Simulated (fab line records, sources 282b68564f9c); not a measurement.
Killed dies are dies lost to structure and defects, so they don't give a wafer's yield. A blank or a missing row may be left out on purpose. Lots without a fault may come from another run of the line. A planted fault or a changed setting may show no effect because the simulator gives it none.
Problem report in the 8D (eight disciplines) form, filled by code | flow rit_cmos | the parts of the form that need people (team, actions taken, sign-off) are left out

1. THE PROBLEM
NWELL_TW at RIT_NWELL_TW_MEAS_10 reads a mean of 2231 on 6 wafers of 2 lots; wafers without a fault read 2155 with a standard deviation of 16. That is +4.8 standard deviations from the usual mean.
First seen on wafer L199.1, day 6 09:36, on film_metro-03. The record holds 42 wafers of 14 lots with a number at this step. Rule for "out", or "out of limits": more than 4 standard deviations from the usual mean. The other wafers with a number count as sound.

2. WHAT IT IS AND WHAT IT IS NOT
question                    | is                           | is not
which readings at this step | NWELL_TW                     | -
which lots                  | L199, L200                   | L178, L180, L181, L183, L184, L185, L186, L187, L188, L189, L190, L191
which wafers of those lots  | all that have a number       | -
read on which gauges        | film_metro-03, film_metro-04 | film_metro-01
when                        | from day 6 09:36             | up to then (36 sound wafers)

3. SUSPECTS, AND WHAT RULES EACH OUT
Counting: a tool at a process step up to the reading stays a suspect if it ran every lot that is out and no sound lot after the first of them.
- the gauge at RIT_NWELL_TW_MEAS_10: ruled out. The wafers that are out were read on 2 gauges (film_metro-03, film_metro-04).
- implanter-02 at RIT_NWELL_IMPLANT_08: kept. It ran every lot that is out, first L199 (day 6 09:16), and no sound lot after that; its last sound lot up to then is L185 (day 4 05:10). Its own readings are out on those wafers: beam_on_s, end_station_pressure_torr.
Left after counting: implanter-02 at RIT_NWELL_IMPLANT_08.

4. THE CAUSE (what the simulator had put in)
Process parameter drift: implanter-02, from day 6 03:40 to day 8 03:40, at RIT_NWELL_IMPLANT_08. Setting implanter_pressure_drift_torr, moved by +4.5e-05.
Process parameter drift: implanter-02, from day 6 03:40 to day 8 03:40, at RIT_NWELL_IMPLANT_08. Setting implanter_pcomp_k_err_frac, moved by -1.
Counting left only this tool.

5. THE CHAIN OF EFFECTS, in route order
Each row: a reading whose mean over the struck wafers that have a number lies more than 3 standard deviations from the usual. Only readings for which the record gives a usual standard deviation are gone through. hours: the time from each lot's start at the first step in this table that gives one to its start at this step, as a median over the lots. sigmas: the change in usual standard deviations.
hours | step                     | reading                   | usual         | on struck wafers | change    | sigmas
0     | RIT_NWELL_IMPLANT_08     | beam_on_s                 | 10.02 s       | 11.22            | +1.20     | +6.0
0     | RIT_NWELL_IMPLANT_08     | end_station_pressure_torr | 5.16e-06 Torr | 5.11e-05         | +4.59e-05 | +99 or more
0     | RIT_NWELL_IMPLANT_08     | faraday_current_uA        | 158           | 143              | -15       | -4.9
0     | RIT_NWELL_TW_MEAS_10     | NWELL_TW                  | 2155          | 2231             | +76       | +4.8
8     | RIT_WELLDRIVE_RS_MEAS_01 | NWELL_RS                  | 275.2 ohm/sq  | 258.6            | -16.6     | -28
The process steps in it:
- RIT_NWELL_IMPLANT_08
Later measuring or inspecting steps at which every struck wafer that the step has a row for has a number for every such reading, and none has moved that far: RIT_M1_BOW_MEAS_16.

6. WHAT WOULD HAVE CAUGHT IT SOONER
In this record the first reading out of limits at a measuring or inspecting step was taken at day 6 09:36, 6 hours after the fault began at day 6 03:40.
The tool's own readings at RIT_NWELL_IMPLANT_08 were out on every struck wafer that the step has a row for (beam_on_s, end_station_pressure_torr): an alarm limit on them would have fired on the first of those.
Of the lots that are out (2), L200 began RIT_NWELL_IMPLANT_08 on implanter-02 after day 6 09:36. A hold on the tool at that time would have spared it.
